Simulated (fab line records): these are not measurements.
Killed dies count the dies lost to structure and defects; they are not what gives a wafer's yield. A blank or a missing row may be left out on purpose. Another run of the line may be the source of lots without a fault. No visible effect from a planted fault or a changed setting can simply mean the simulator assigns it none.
What tool caused it? -- flow rit cmos -- 14 lots with 42 wafers sampled at 6 steps, on a route of 202 steps

## WHAT EACH GAUGE READ, for each wafer
RIT_ACTIVE_THK_MEAS_02.
lot,measured,on,ACTIVE_OXIDE_THK (nm)
L626,day 1 12:04,film metro-01,44.7 45.7 44.7
L627,day 1 17:03,film metro-01,45.8 45.4 45.2
L628,day 1 22:04,film metro-03,43.8 44.9 44.3
L632,day 2 18:05,film metro-03,44.2 43.8 44.6
L633,day 2 23:04,film metro-01,43.1 43.3 43.3
L634,day 3 04:03,film metro-02,43.7 43.3 43.4
L635,day 3 11:11,film metro-03,42.9 43.6 43.8
L637,day 3 21:30,film metro-03,45.0 45.7 45.1
L640,day 4 10:03,film metro-01,45.0 44.5 43.8
L642,day 4 20:04,film metro-02,42.9 43.0 43.4
L643,day 5 01:13,film metro-03,43.9 43.1 43.2
L644,day 5 06:04,film metro-02,44.0 44.3 44.8
L647,day 5 21:03,film metro-03,43.3 43.5 43.5
L648,day 6 03:26,film metro-03,43.2 43.5 43.0

RIT_NWELL_TW_MEAS_10.
lot,measured,on,NWELL_TW
L626,day 1 21:01,film metro-04,2166 2177 2175
L627,day 2 02:45,film metro-03,2206 2199 2203
L628,day 2 06:56,film metro-01,2118 2110 2111
L632,day 3 03:05,film metro-01,2123 2125 2119
L633,day 3 09:01,film metro-01,2131 2118 2139
L634,day 3 23:07,film metro-01,2127 2121 2128
L635,day 4 02:04,film metro-04,2150 2159 2165
L637,day 4 06:28,film metro-01,2122 2116 2133
L640,day 4 19:08,film metro-04,2157 2163 2155
L642,day 5 04:54,film metro-04,2145 2163 2159
L643,day 5 10:58,film metro-04,2157 2165 2159
L644,day 5 16:19,film metro-04,2144 2149 2152
L647,day 6 07:17,film metro-03,2191 2198 2192
L648,day 6 12:19,film metro-04,2147 2162 2151

RIT_PLDD_OVL_MEAS_06.
lot,measured,on,PLDD_OVL (nm)
L626,day 2 18:47,overlay-01,0.7 -1.3 0.1
L627,day 3 00:39,overlay-01,-0.6 -0.8 -1.7
L628,day 3 04:24,overlay-02,-1.8 -2.9 -1.0
L632,day 4 07:09,overlay-02,0.6 1.4 1.0
L633,day 4 10:22,overlay-02,1.2 1.3 0.8
L634,day 4 21:37,overlay-01,-3.6 -4.2 -5.0
L635,day 5 00:40,overlay-02,-1.4 -2.9 -1.6
L637,day 5 08:10,overlay-02,-1.0 -1.0 -1.4
L640,day 5 19:53,overlay-01,-1.4 0.2 0.2
L642,day 6 02:16,overlay-02,1.4 1.2 1.4
L643,day 6 09:53,overlay-02,-2.1 -2.6 -3.6
L644,day 6 14:13,overlay-02,-1.3 0.1 -1.5
L647,day 7 05:13,overlay-02,-0.7 -1.4 -1.5
L648,day 7 10:46,overlay-02,-0.8 -0.5 -2.1

RIT_SILICIDE_RS_MEAS_02: a four-point-probe measurement.
lot,measured,on,SILICIDE_TI_RS (ohm/sq)
L626,day 3 01:58,film metro-02,49.2 49.9 50.0
L627,day 3 07:58,film metro-04,49.5 49.7 49.0
L628,day 3 11:32,film metro-04,49.6 50.4 50.2
L632,day 4 14:43,film metro-02,50.2 48.9 49.4
L633,day 4 17:53,film metro-01,47.5 49.5 48.7
L634,day 5 04:49,film metro-01,48.8 48.0 48.7
L635,day 5 07:41,film metro-04,50.0 49.7 50.5
L637,day 5 15:29,film metro-01,48.3 48.9 48.9
L640,day 6 02:52,film metro-02,84.3 84.4 84.8
L642,day 6 09:31,film metro-04,86.8 86.3 86.2
L643,day 6 17:08,film metro-01,47.1 47.1 47.3
L644,day 6 21:29,film metro-02,48.5 47.4 48.1
L647,day 7 12:19,film metro-02,48.4 47.4 47.1
L648,day 7 18:07,film metro-04,48.3 49.7 49.3

RIT_SILICIDE_THK_MEAS_03: measures by xrf.
lot,measured,on,SILICIDE_TI_THK (nm)
L626,day 3 02:04,film metro-02,29.6 29.3 29.3
L627,day 3 08:05,film metro-04,29.6 29.4 29.7
L628,day 3 11:38,film metro-04,29.3 29.1 29.2
L632,day 4 14:49,film metro-02,29.2 29.7 29.5
L633,day 4 17:59,film metro-01,30.3 29.5 29.7
L634,day 5 04:56,film metro-01,29.9 30.3 29.9
L635,day 5 07:48,film metro-04,29.5 29.4 29.1
L637,day 5 15:36,film metro-01,30.3 30.0 30.1
L640,day 6 02:59,film metro-02,19.4 19.3 19.3
L642,day 6 09:37,film metro-04,19.0 19.1 19.1
L643,day 6 17:14,film metro-01,30.8 30.9 30.8
L644,day 6 21:36,film metro-02,29.9 30.6 30.1
L647,day 7 12:26,film metro-02,30.0 30.5 30.8
L648,day 7 18:13,film metro-04,30.2 29.2 29.5

## WHICH TOOL RAN EACH LOT (tool, then ch and the chambers of the sampled wafers, then the start)
lot,RIT_SILICIDE_SPUTTER_01
L626,"pvd sputter-01, day 3 01:47"
L627,"pvd sputter-01, day 3 07:49"
L628,"pvd sputter-01, day 3 11:22"
L632,"pvd sputter-04, day 4 14:31"
L633,"pvd sputter-03, day 4 17:41"
L634,"pvd sputter-04, day 5 04:40"
L635,"pvd sputter-01, day 5 07:32"
L637,"pvd sputter-04, day 5 15:20"
L640,"pvd sputter-01, day 6 02:43"
L642,"pvd sputter-01, day 6 09:19"
L643,"pvd sputter-03, day 6 16:57"
L644,"pvd sputter-04, day 6 21:19"
L647,"pvd sputter-04, day 7 12:10"
L648,"pvd sputter-03, day 7 17:55"
- RIT_SILICIDE_SPUTTER_01: material Ti, target thk 30 nm, time 236.4 s.

## WHAT THE TOOLS THEMSELVES READ (means of the sampled wafers that have a number; where no wafer has one, the mark that the record gives instead)
RIT_SILICIDE_SPUTTER_01.
lot,tool,throttle valve pct (%)
L626,pvd sputter-01,30.9
L627,pvd sputter-01,31.0
L628,pvd sputter-01,30.6
L632,pvd sputter-04,30.7
L633,pvd sputter-03,30.7
L634,pvd sputter-04,31.0
L635,pvd sputter-01,30.3
L637,pvd sputter-04,30.9
L640,pvd sputter-01,31.1
L642,pvd sputter-01,30.8
L643,pvd sputter-03,30.5
L644,pvd sputter-04,30.7
L647,pvd sputter-04,30.4
L648,pvd sputter-03,30.6

## THE ANSWER, worked out from the rows above alone
Rule: what is usual is taken from the lots themselves. Put in order of their means at a reading, lots are off if they are a third of the lots or fewer, leave a main group of 4 or more, and stand apart from it by a gap of 3 or more times the standard deviation of the main group's means; of several such gaps the widest counts. A main group is skipped when, at the precision printed for the reading in the tables above, its means are all equal. A lot without any number at a reading at which 4 lots or more have one is off too. The other lots that the step has rows for count as sound. After the gauges, taken in route order, come the tools' own readings; for these a lot's mean is taken, as printed above. At the first step where some lot is off, the reading lying furthest off is the one used; lots without a number count as furthest.
Off: at RIT_SILICIDE_RS_MEAS_02 (SILICIDE_TI_RS), L640, L642. For the main group the mean is 48.9 ohm/sq and the standard deviation 0.9.
A tool fits if, at a process step before that reading, it ran every lot that is off, and no sound lot after the first of them. The gauges at RIT_SILICIDE_RS_MEAS_02 are tried like those tools. One fits: pvd sputter-01 at RIT_SILICIDE_SPUTTER_01. Its last sound lot is L635 (day 5 07:32), its first lot that is off L640 (day 6 02:43): a fault that began between those two fits.

## WHAT THE SIMULATOR HAD PUT IN
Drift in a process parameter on pvd sputter-01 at RIT_SILICIDE_SPUTTER_01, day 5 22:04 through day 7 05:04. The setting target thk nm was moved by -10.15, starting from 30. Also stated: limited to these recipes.
Shown lots that were struck: L640, L642. The rule above reached the same finding.
